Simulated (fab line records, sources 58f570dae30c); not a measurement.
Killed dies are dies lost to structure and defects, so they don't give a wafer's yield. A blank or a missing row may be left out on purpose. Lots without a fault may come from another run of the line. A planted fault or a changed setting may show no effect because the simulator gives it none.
fab line records | flow berkeley_cmos170
record lots=5 wafers=23
route steps=331 shown PSD@183 NSD@190 BACKSIDE@199 SDANNEAL@205 CONTACT@226 M1@238
start_h: hours from the record's first day to the start of the lot's first wafer shown | wait_h: hours since the lot's step before | " the same as in the row above | L1.1+2: a row that stands for several wafers | - no value, or no start given | * or withheld: withheld | < > ~ a bound
route shown NAME@n: a module of which the file shows steps, and the number in the route of the first | usual: mean/standard deviation of fault-free wafers | same: alike in all rows | chamber/n: place in a boat | sites: the reading at each site | _std_site: their standard deviation | _edge_site: outer sites' mean less inner sites' | radius_mm: how far each site lies from the wafer's centre | mask NAME#n: copy n | behind: the tool/chamber that last shaped the wafer | hold: why the lot was held/for how many hours/how that ended | device: the transistor (n, p or np) that didn't switch | end of line: the same wafers' tests at the end of the route | a step without rows: its recipe alone | killed: dies lost to structure and defects at the first sort, not the wafer's yield | map: a wafer's dies, x killed, . not, _ none there
set.NAME: the setting as run; set.NAME@STEP: as run at that earlier step | model.NAME: the simulator's own value behind a step, which no gauge read
lots whose settings were changed on purpose; a table a step, a row a wafer
## steps
# step UCB170_PSD_IMPLANT_08
# recipe species=B dose_cm2=3e+15 energy_kev=20 tilt_deg=7
# columns lot.wafer tool chamber start_h wait_h set.energy_kev model.implant.rp_nm model.implant.drp_nm
L074.2+6 implanter-01 0 171.68 0.0 21.13 70.71 29.63
L074.3+4+5 " 0 " " 20 66.97 28.34
L078.2+3+4 implanter-03 0 187.67 0.0 20 65.05 28.34
L075.1+2+3+4+5 implanter-01 0 187.92 0.0 20 66.8 28.34
L076.2+4 implanter-03 0 188.18 0.0 20.53 66.59 28.9
L076.3+5+6 " 0 " " 20 64.9 28.34
L085.1+3+4+5+6 implanter-02 0 226.49 0.0 20 63.29 28.34
# step UCB170_PSD_STRIP_09
# recipe chemistry=O2 power_w=400 pressure_mtorr=3500 platen_temp_c=withheld o2_flow_sccm=400 overash_fraction=0.5
# usual strip_time_to_endpoint_s=29.41/0.064
# columns lot.wafer tool chamber start_h wait_h set.energy_kev@PSD_IMPLANT_08 strip_time_to_endpoint_s
L074.2 plasma_asher-04 0 171.80 0.1 21.13 29.96
L074.3 " 1 " " 20 29.49
L074.4 " 0 " " 20 29.44
L074.5 " 0 " " 20 29.48
L074.6 " 1 " " 21.13 30.01
L078.2 plasma_asher-04 0 187.80 0.1 20 29.43
L078.3 " 1 " " 20 29.48
L078.4 " 0 " " 20 29.43
L075.1 plasma_asher-02 0 188.07 0.1 20 29.52
L075.2 " 1 " " 20 29.44
L075.3 " 0 " " 20 29.43
L075.4 " 1 " " 20 29.54
L075.5 " 1 " " 20 29.48
L076.2 plasma_asher-01 1 188.31 0.1 20.53 29.51
L076.3 " 0 " " 20 29.35
L076.4 " 1 " " 20.53 29.62
L076.5 " 1 " " 20 29.33
L076.6 " 0 " " 20 29.34
L085.1 plasma_asher-04 1 226.64 0.1 20 29.29
L085.3 " 1 " " 20 29.40
L085.4 " 0 " " 20 29.37
L085.5 " 0 " " 20 29.34
L085.6 " 1 " " 20 29.40
# step UCB170_PSD_TW_MEAS_10
# usual PSD_TW=2331/9.2
# columns lot.wafer tool chamber start_h wait_h set.energy_kev@PSD_IMPLANT_08 PSD_TW
L074.2 film_metro-04 - 171.91 0.1 21.13 2363
L074.3 " - " " 20 2329
L074.4 " - " " 20 2325
L074.5 " - " " 20 2321
L074.6 " - " " 21.13 2356
L078.2 film_metro-01 - 187.91 0.1 20 2323
L078.3 " - " " 20 2320
L078.4 " - " " 20 2325
L075.1 film_metro-03 - 188.17 0.1 20 2348
L075.2 " - " " 20 2353
L075.3 " - " " 20 2349
L075.4 " - " " 20 2356
L075.5 " - " " 20 2348
L076.2 film_metro-04 - 188.42 0.1 20.53 2341
L076.3 " - " " 20 2326
L076.4 " - " " 20.53 2352
L076.5 " - " " 20 2321
L076.6 " - " " 20 2335
L085.1 film_metro-03 - 226.74 0.1 20 2324
L085.3 " - " " 20 2328
L085.4 " - " " 20 2328
L085.5 " - " " 20 2328
L085.6 " - " " 20 2322
# step UCB170_NSD_EXPOSE_03
# recipe mask_id=NSELECT_MOD na=0.5 sigma_outer=0.6 source_shape=conventional target_cd_nm=1200 dose_mj=30
# columns lot.wafer tool chamber start_h wait_h mask set.dose_mj
L074.2+3+4+5+6 krf_scanner-02 0 175.16 0.2 NSELECT_MOD#0 30
L078.2+3+4 krf_scanner-01 0 188.80 0.3 NSELECT_MOD#0 30
L075.1+2+3+4+5 krf_scanner-01 0 189.27 0.3 NSELECT_MOD#0 30
L076.2+3 krf_scanner-01 0 189.95 0.3 NSELECT_MOD#0 28.84
L076.4+5+6 " 0 " " NSELECT_MOD#0 30
L085.1+5+6 krf_scanner-02 0 227.55 0.2 NSELECT_MOD#0 31.71
L085.3+4 " 0 " " NSELECT_MOD#0 30
# step UCB170_NSD_PEB_04
# recipe peb_temp_c=130 peb_time_s=withheld resist=KrF
# step UCB170_NSD_DEVELOP_05
# recipe developer=TMAH develop_time_s=45 resist=KrF dev_temp_c=21
# step UCB170_NSD_CD_MEAS_06
# recipe target_cd_nm=1200
# usual cd_nm=1200.0/1.4
# columns lot.wafer tool chamber start_h wait_h set.dose_mj@NSD_EXPOSE_03 cd_nm
L074.2 cd_sem-01 - 175.70 - 30 1199.2
L074.3 " - " " 30 1200.3
L074.4 " - " " 30 1199.9
L074.5 " - " " 30 1199.0
L074.6 " - " " 30 1199.2
L078.2 cd_sem-02 - 189.86 - 30 1203.3
L078.3 " - " " 30 1202.2
L078.4 " - " " 30 1202.9
L075.1 cd_sem-01 - 190.12 - 30 1198.9
L075.2 " - " " 30 1198.9
L075.3 " - " " 30 1199.8
L075.4 " - " " 30 1198.5
L075.5 " - " " 30 1199.3
L076.2 cd_sem-02 - 190.82 - 28.84 1192.2
L076.3 " - " " 28.84 1193.6
L076.4 " - " " 30 1200.0
L076.5 " - " " 30 1201.5
L076.6 " - " " 30 1201.3
L085.1 cd_sem-01 - 228.21 - 31.71 1209.8
L085.3 " - " " 30 1199.0
L085.4 " - " " 30 1199.3
L085.5 " - " " 31.71 1209.2
L085.6 " - " " 31.71 1209.5
# step UCB170_NSD_IMPLANT_08
# recipe species=P dose_cm2=3e+15 energy_kev=40 tilt_deg=7
# columns lot.wafer tool chamber start_h wait_h set.energy_kev model.implant.rp_nm model.implant.drp_nm
L074.2+3+4+5+6 implanter-04 0 175.86 0.0 40 47.74 21.16
L078.2+3+4 implanter-04 0 190.02 0.0 40 49.9 21.16
L075.1+4 implanter-03 0 190.27 0.0 37.6 46.74 20.07
L075.2+3+5 " 0 " " 40 49.66 21.16
L076.2+3+6 implanter-02 0 190.98 0.0 40 50.09 21.16
L076.4+5 " 0 " " 40.83 51.11 21.53
L085.1+3+4+5+6 implanter-04 0 228.37 0.0 40 47.65 21.16
# step UCB170_NSD_STRIP_09
# recipe chemistry=O2 power_w=400 pressure_mtorr=3500 platen_temp_c=withheld o2_flow_sccm=400 overash_fraction=0.5
# usual strip_time_to_endpoint_s=35.81/0.076
# columns lot.wafer tool chamber start_h wait_h set.energy_kev@NSD_IMPLANT_08 strip_time_to_endpoint_s
L074.2 plasma_asher-01 0 175.99 0.1 40 35.83
L074.3 " 0 " " 40 35.92
L074.4 " 1 " " 40 35.83
L074.5 " 1 " " 40 35.87
L074.6 " 0 " " 40 35.83
L078.2 plasma_asher-01 0 190.15 0.1 40 35.78
L078.3 " 0 " " 40 35.77
L078.4 " 1 " " 40 35.86
L075.1 plasma_asher-04 1 190.42 0.1 37.6 34.86
L075.2 " 0 " " 40 35.84
L075.3 " 0 " " 40 35.83
L075.4 " 1 " " 37.6 34.94
L075.5 " 0 " " 40 35.81
L076.2 plasma_asher-04 1 191.11 0.1 40 35.78
L076.3 " 1 " " 40 35.85
L076.4 " 0 " " 40.83 36.17
L076.5 " 1 " " 40.83 36.15
L076.6 " 0 " " 40 35.81
L085.1 plasma_asher-01 1 228.52 0.1 40 35.80
L085.3 " 1 " " 40 35.87
L085.4 " 0 " " 40 35.88
L085.5 " 1 " " 40 35.76
L085.6 " 0 " " 40 35.81
# step UCB170_NSD_TW_MEAS_10
# usual NSD_TW=4205/21
# columns lot.wafer tool chamber start_h wait_h set.energy_kev@NSD_IMPLANT_08 NSD_TW
L074.2 film_metro-03 - 176.10 0.1 40 4214
L074.3 " - " " 40 4215
L074.4 " - " " 40 4220
L074.5 " - " " 40 4226
L074.6 " - " " 40 4228
L078.2 film_metro-03 - 190.26 0.1 40 4236
L078.3 " - " " 40 4226
L078.4 " - " " 40 4230
L075.1 film_metro-03 - 190.52 0.1 37.6 4165
L075.2 " - " " 40 4241
L075.3 " - " " 40 4227
L075.4 " - " " 37.6 4153
L075.5 " - " " 40 4216
L076.2 film_metro-01 - 191.22 0.1 40 4199
L076.3 " - " " 40 4198
L076.4 " - " " 40.83 4239
L076.5 " - " " 40.83 4221
L076.6 " - " " 40 4213
L085.1 film_metro-03 - 228.62 0.1 40 4195
L085.3 " - " " 40 4192
L085.4 " - " " 40 4202
L085.5 " - " " 40 4179
L085.6 " - " " 40 4189
# step UCB170_NSD_CLEAN_11
# recipe chemistry=SPM temp_c=120 time_s=600
# step UCB170_BACKSIDE_HMDS_00
# recipe prime_time_s=60 prime_temp_c=100
# step UCB170_SDANNEAL_RTA_01
# recipe temp_c=1050 time_s=5 ambient=N2
# step UCB170_SDANNEAL_RS_MEAS_03
# recipe thk_meas_gauge=four-point-probe
# usual NSD_RS=37.28/0.12
# columns lot.wafer tool chamber start_h wait_h set.energy_kev@NSD_IMPLANT_08 NSD_RS[ohm/sq]
L074.2 film_metro-01 - 177.76 0.1 40 37.21
L074.3 " - " " 40 37.19
L074.4 " - " " 40 37.28
L074.5 " - " " 40 37.26
L074.6 " - " " 40 37.20
L078.2 film_metro-03 - 191.80 0.1 40 37.38
L078.3 " - " " 40 37.39
L078.4 " - " " 40 37.45
L075.1 film_metro-04 - 192.29 0.1 37.6 38.04
L075.2 " - " " 40 37.24
L075.3 " - " " 40 37.30
L075.4 " - " " 37.6 37.97
L075.5 " - " " 40 37.25
L076.2 film_metro-01 - 192.72 0.1 40 37.18
L076.3 " - " " 40 37.25
L076.4 " - " " 40.83 37.06
L076.5 " - " " 40.83 37.03
L076.6 " - " " 40 37.15
L085.1 film_metro-03 - 229.82 0.1 40 37.26
L085.3 " - " " 40 37.25
L085.4 " - " " 40 37.22
L085.5 " - " " 40 37.28
L085.6 " - " " 40 37.22
# step UCB170_CONTACT_COAT_10
# recipe resist=KrF spin_rpm=1500 resist_thk_nm=900
# columns lot.wafer tool chamber start_h wait_h set.resist_thk_nm model.KrF_of_CONTACT_COAT_10.thk_nm
L074.2 litho_track-03 0 - - 900 901.5
L074.3 " 0 " " 940 943.7
L074.4 " 0 " " 940 938.6
L074.5 " 0 " " 900 902
L074.6 " 0 " " 900 902.8
L078.2 litho_track-04 0 - - 900 897.6
L078.3 " 0 " " 900 902.9
L078.4 " 0 " " 900 898.9
L075.1 litho_track-02 0 - - 900 903.7
L075.2 " 0 " " 900 901.1
L075.3 " 0 " " 900 902.1
L075.4 " 0 " " 900 901.9
L075.5 " 0 " " 900 903.4
L076.2 litho_track-02 0 - - 900 897.1
L076.3 " 0 " " 900 894.9
L076.4 " 0 " " 931.1 928.4
L076.5 " 0 " " 900 898.9
L076.6 " 0 " " 931.1 929.6
L085.1 litho_track-04 0 - - 900 900.2
L085.3 " 0 " " 900 901.3
L085.4 " 0 " " 900 900.1
L085.5 " 0 " " 925.3 925.8
L085.6 " 0 " " 925.3 924.4
# step UCB170_CONTACT_EXPOSE_12
# recipe mask_id=CONT target_cd_nm=700 na=0.5 sigma_outer=0.6 source_shape=conventional dose_mj=35
# columns lot.wafer tool chamber start_h wait_h mask set.dose_mj
L074.2+4 krf_scanner-02 0 182.01 - CONT#0 35
L074.3+5+6 " 0 " " CONT#0 36.14
L078.2+3+4 krf_scanner-01 0 196.05 - CONT#0 35
L075.1+2+3+4+5 krf_scanner-01 0 197.61 - CONT#0 35
L076.2+6 krf_scanner-01 0 198.40 - CONT#0 37.58
L076.3+4+5 " 0 " " CONT#0 35
L085.1+4 krf_scanner-02 0 234.00 - CONT#0 35
L085.3+5+6 " 0 " " CONT#0 37.37
# step UCB170_CONTACT_PEB_13
# recipe peb_temp_c=130 peb_time_s=withheld resist=KrF
# step UCB170_CONTACT_DEVELOP_14
# recipe developer=TMAH develop_time_s=45 resist=KrF dev_temp_c=21
# step UCB170_CONTACT_CD_MEAS_15
# recipe target_cd_nm=700
# usual cd_nm=700.0/1.5
# columns lot.wafer tool chamber start_h wait_h set.dose_mj@CONTACT_EXPOSE_12 cd_nm
L074.2 cd_sem-02 - 182.40 - 35 701.5
L074.3 " - " " 36.14 707.1
L074.4 " - " " 35 700.8
L074.5 " - " " 36.14 707.2
L074.6 " - " " 36.14 705.5
L078.2 cd_sem-02 - 196.44 - 35 699.5
L078.3 " - " " 35 699.8
L078.4 " - " " 35 699.9
L075.1 cd_sem-02 - 198.27 - 35 701.3
L075.2 " - " " 35 701.3
L075.3 " - " " 35 701.2
L075.4 " - " " 35 701.2
L075.5 " - " " 35 702.0
L076.2 cd_sem-01 - 198.89 - 37.58 711.5
L076.3 " - " " 35 697.9
L076.4 " - " " 35 697.0
L076.5 " - " " 35 698.9
L076.6 " - " " 37.58 710.2
L085.1 cd_sem-01 - 234.54 - 35 696.5
L085.3 " - " " 37.37 709.5
L085.4 " - " " 35 696.9
L085.5 " - " " 37.37 707.7
L085.6 " - " " 37.37 707.5
# step UCB170_CONTACT_ETCH_17
# recipe chemistry=N2/H2 target_depth_a=withheld overetch_a=withheld target=BARC time_s=withheld source_w=500 bias_w=100 pressure_mtorr=30 n2_flow_sccm=100 h2_flow_sccm=200
# columns lot.wafer tool chamber start_h wait_h set.dose_mj@CONTACT_EXPOSE_12 model.CONTACT.cd_nm
L074.2 rie_diel-04 3 182.54 0.0 35 700.6
L074.3 " 0 " " 36.14 707.7
L074.4 " 0 " " 35 700.7
L074.5 " 1 " " 36.14 707.4
L074.6 " 3 " " 36.14 704.7
L078.2 rie_diel-03 3 196.58 0.0 35 699.9
L078.3 " 2 " " 35 699.1
L078.4 " 0 " " 35 701.1
L075.1 rie_diel-04 3 198.43 0.0 35 700
L075.2 " 0 " " 35 702.7
L075.3 " 1 " " 35 701.6
L075.4 " 0 " " 35 702.3
L075.5 " 1 " " 35 701.4
L076.2 rie_diel-04 1 199.03 0.0 37.58 711.5
L076.3 " 3 " " 35 696.9
L076.4 " 3 " " 35 695.4
L076.5 " 1 " " 35 699.1
L076.6 " 0 " " 37.58 710.7
L085.1 rie_diel-03 0 234.70 0.0 35 697.9
L085.3 " 2 " " 37.37 708.7
L085.4 " 3 " " 35 697.4
L085.5 " 2 " " 37.37 707.2
L085.6 " 1 " " 37.37 708.4
# step UCB170_CONTACT_ETCH_18
# recipe chemistry=CHF3/CF4/Ar target=PSG stop_on=TiSi2 CHF3_flow_sccm=45 cf4_flow_sccm=15 Ar_flow_sccm=150 pressure_mtorr=200 rf_w=700 target_depth_a=8400 over_etch_frac=0.1879 time_s=195
# columns lot.wafer tool chamber start_h wait_h set.resist_thk_nm@CONTACT_COAT_10 model.KrF_of_CONTACT_COAT_10.thk_nm
L074.2 rie_diel-04 3 - - 900 691.9
L074.3 " 0 " " 940 738.1
L074.4 " 0 " " 940 732.8
L074.5 " 1 " " 900 690.5
L074.6 " 3 " " 900 694.9
L078.2 rie_diel-03 3 - - 900 692.1
L078.3 " 2 " " 900 697.9
L078.4 " 0 " " 900 685.7
L075.1 rie_diel-04 3 - - 900 696.8
L075.2 " 0 " " 900 697.8
L075.3 " 1 " " 900 692.4
L075.4 " 0 " " 900 698.5
L075.5 " 1 " " 900 693.6
L076.2 rie_diel-04 1 - - 900 687.4
L076.3 " 3 " " 900 687.6
L076.4 " 3 " " 931.1 720.3
L076.5 " 1 " " 900 688.7
L076.6 " 0 " " 931.1 725
L085.1 rie_diel-03 0 - - 900 690.9
L085.3 " 2 " " 900 694.4
L085.4 " 3 " " 900 699.2
L085.5 " 2 " " 925.3 720.2
L085.6 " 1 " " 925.3 712.2
# step UCB170_CONTACT_STRIP_19
# recipe chemistry=O2 power_w=400 pressure_mtorr=3500 platen_temp_c=withheld o2_flow_sccm=400 overash_fraction=0.5
# step UCB170_CONTACT_CD_MEAS_90
# recipe target_cd_nm=700
# usual cd_nm=700.5/2.1
# columns lot.wafer tool chamber start_h wait_h set.dose_mj@CONTACT_EXPOSE_12 cd_nm
L074.2 cd_sem-01 - 182.82 0.1 35 700.5
L074.3 " - " " 36.14 708.5
L074.4 " - " " 35 701.1
L074.5 " - " " 36.14 708.0
L074.6 " - " " 36.14 704.7
L078.2 cd_sem-02 - 196.86 0.1 35 698.9
L078.3 " - " " 35 697.9
L078.4 " - " " 35 701.9
L075.1 cd_sem-02 - 198.69 0.1 35 699.6
L075.2 " - " " 35 703.8
L075.3 " - " " 35 702.5
L075.4 " - " " 35 702.1
L075.5 " - " " 35 702.4
L076.2 cd_sem-02 - 199.32 0.1 37.58 711.9
L076.3 " - " " 35 696.4
L076.4 " - " " 35 694.8
L076.5 " - " " 35 699.5
L076.6 " - " " 37.58 710.5
L085.1 cd_sem-01 - 234.96 0.1 35 698.6
L085.3 " - " " 37.37 707.8
L085.4 " - " " 35 696.5
L085.5 " - " " 37.37 706.2
L085.6 " - " " 37.37 709.7
# step UCB170_M1_SPUTTER_00
# recipe material=Al target_thk_nm=600 time_s=80 power_w=6000 chamber_pressure_pa=0.5
# columns lot.wafer tool chamber start_h wait_h set.power_w model.Al_of_M1_SPUTTER_00.thk_nm
L074.2 pvd_sputter-04 - 183.10 0.0 5415 532.2
L074.3 " - " " 6000 583.6
L074.4 " - " " 5415 543
L074.5 " - " " 6000 602.8
L074.6 " - " " 5415 526.5
L078.2 pvd_sputter-03 - 197.30 0.0 6000 607.5
L078.3 " - " " 6000 608
L078.4 " - " " 6000 591.9
L075.1 pvd_sputter-02 - 198.99 0.0 6000 597.4
L075.2 " - " " 6000 607
L075.3 " - " " 6000 595.6
L075.4 " - " " 6000 601.5
L075.5 " - " " 6000 602
L076.2 pvd_sputter-03 - 199.63 0.0 6000 587.9
L076.3 " - " " 6000 600.1
L076.4 " - " " 6000 596.9
L076.5 " - " " 6000 589.3
L076.6 " - " " 6000 602.7
L085.1 pvd_sputter-04 - 238.09 0.0 5478 532.9
L085.3 " - " " 5478 542.5
L085.4 " - " " 6000 599.1
L085.5 " - " " 6000 589.6
L085.6 " - " " 6000 607.2
# step UCB170_M1_RS_MEAS_01
# recipe thk_meas_gauge=four-point-probe reads=Al_of_M1_SPUTTER_00
# usual M1_AL_RS=0.0486/0.00069
# columns lot.wafer tool chamber start_h wait_h set.power_w@M1_SPUTTER_00 M1_AL_RS[ohm/sq]
L074.2 film_metro-04 - 183.18 0.1 5415 0.0549
L074.3 " - " " 6000 0.0499
L074.4 " - " " 5415 0.0538
L074.5 " - " " 6000 0.0483
L074.6 " - " " 5415 0.0555
L078.2 film_metro-04 - 197.39 0.1 6000 0.0480
L078.3 " - " " 6000 0.0479
L078.4 " - " " 6000 0.0492
L075.1 film_metro-03 - 199.05 0.0 6000 0.0488
L075.2 " - " " 6000 0.0479
L075.3 " - " " 6000 0.0489
L075.4 " - " " 6000 0.0484
L075.5 " - " " 6000 0.0484
L076.2 film_metro-03 - 199.71 0.1 6000 0.0496
L076.3 " - " " 6000 0.0485
L076.4 " - " " 6000 0.0489
L076.5 " - " " 6000 0.0495
L076.6 " - " " 6000 0.0484
L085.1 film_metro-04 - 238.16 0.0 5478 0.0549
L085.3 " - " " 5478 0.0539
L085.4 " - " " 6000 0.0486
L085.5 " - " " 6000 0.0494
L085.6 " - " " 6000 0.0480
# step UCB170_M1_THK_MEAS_02
# recipe thk_meas_gauge=xrf reads=Al_of_M1_SPUTTER_00
# usual M1_AL_THK=595/10
# columns lot.wafer tool chamber start_h wait_h set.power_w@M1_SPUTTER_00 M1_AL_THK[nm]
L074.2 film_metro-04 - 183.29 0.1 5415 529
L074.3 " - " " 6000 580
L074.4 " - " " 5415 539
L074.5 " - " " 6000 602
L074.6 " - " " 5415 520
L078.2 film_metro-04 - 197.50 0.1 6000 606
L078.3 " - " " 6000 601
L078.4 " - " " 6000 587
L075.1 film_metro-03 - 199.17 0.1 6000 592
L075.2 " - " " 6000 604
L075.3 " - " " 6000 593
L075.4 " - " " 6000 595
L075.5 " - " " 6000 599
L076.2 film_metro-03 - 199.82 0.1 6000 585
L076.3 " - " " 6000 597
L076.4 " - " " 6000 591
L076.5 " - " " 6000 583
L076.6 " - " " 6000 597
L085.1 film_metro-04 - 238.28 0.1 5478 520
L085.3 " - " " 5478 537
L085.4 " - " " 6000 592
L085.5 " - " " 6000 582
L085.6 " - " " 6000 598
## key
split step=UCB170_PSD_IMPLANT_08 setting=energy_kev stated=20 by=wafer
response step=UCB170_PSD_IMPLANT_08 reading=model.implant.rp_nm change=+0.658 per=1% r=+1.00
response step=UCB170_PSD_IMPLANT_08 reading=model.implant.drp_nm change=+0.225 per=1% r=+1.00
response step=UCB170_PSD_STRIP_09 reading=strip_time_to_endpoint_s change=* per=1% r=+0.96
response step=UCB170_PSD_TW_MEAS_10 reading=PSD_TW change=+6.32 per=1% r=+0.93
split step=UCB170_NSD_EXPOSE_03 setting=dose_mj stated=30 by=wafer
response step=UCB170_NSD_CD_MEAS_06 reading=cd_nm change=+1.9 per=1% r=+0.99
split step=UCB170_NSD_IMPLANT_08 setting=energy_kev stated=40 by=wafer
response step=UCB170_NSD_IMPLANT_08 reading=model.implant.rp_nm change=+0.487 per=1% r=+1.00
response step=UCB170_NSD_IMPLANT_08 reading=model.implant.drp_nm change=+0.181 per=1% r=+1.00
response step=UCB170_NSD_STRIP_09 reading=strip_time_to_endpoint_s change=* per=1% r=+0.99
response step=UCB170_NSD_TW_MEAS_10 reading=NSD_TW change=+11.6 per=1% r=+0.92
response step=UCB170_SDANNEAL_RS_MEAS_03 reading=NSD_RS change=-0.118 per=1% r=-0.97
split step=UCB170_CONTACT_COAT_10 setting=resist_thk_nm stated=900 by=wafer
response step=UCB170_CONTACT_COAT_10 reading=model.KrF_of_CONTACT_COAT_10.thk_nm change=+8.93 per=1% r=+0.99
response step=UCB170_CONTACT_ETCH_18 reading=model.KrF_of_CONTACT_COAT_10.thk_nm change=+9.38 per=1% r=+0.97
split step=UCB170_CONTACT_EXPOSE_12 setting=dose_mj stated=35 by=wafer
response step=UCB170_CONTACT_CD_MEAS_15 reading=cd_nm change=+1.73 per=1% r=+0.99
response step=UCB170_CONTACT_ETCH_17 reading=model.CONTACT.cd_nm change=+1.75 per=1% r=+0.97
response step=UCB170_CONTACT_CD_MEAS_90 reading=cd_nm change=+1.77 per=1% r=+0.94
split step=UCB170_M1_SPUTTER_00 setting=power_w stated=6000 by=wafer
response step=UCB170_M1_SPUTTER_00 reading=model.Al_of_M1_SPUTTER_00.thk_nm change=+6.49 per=1% r=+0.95
response step=UCB170_M1_RS_MEAS_01 reading=M1_AL_RS change=-0.000611 per=1% r=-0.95
response step=UCB170_M1_THK_MEAS_02 reading=M1_AL_THK change=+6.68 per=1% r=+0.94
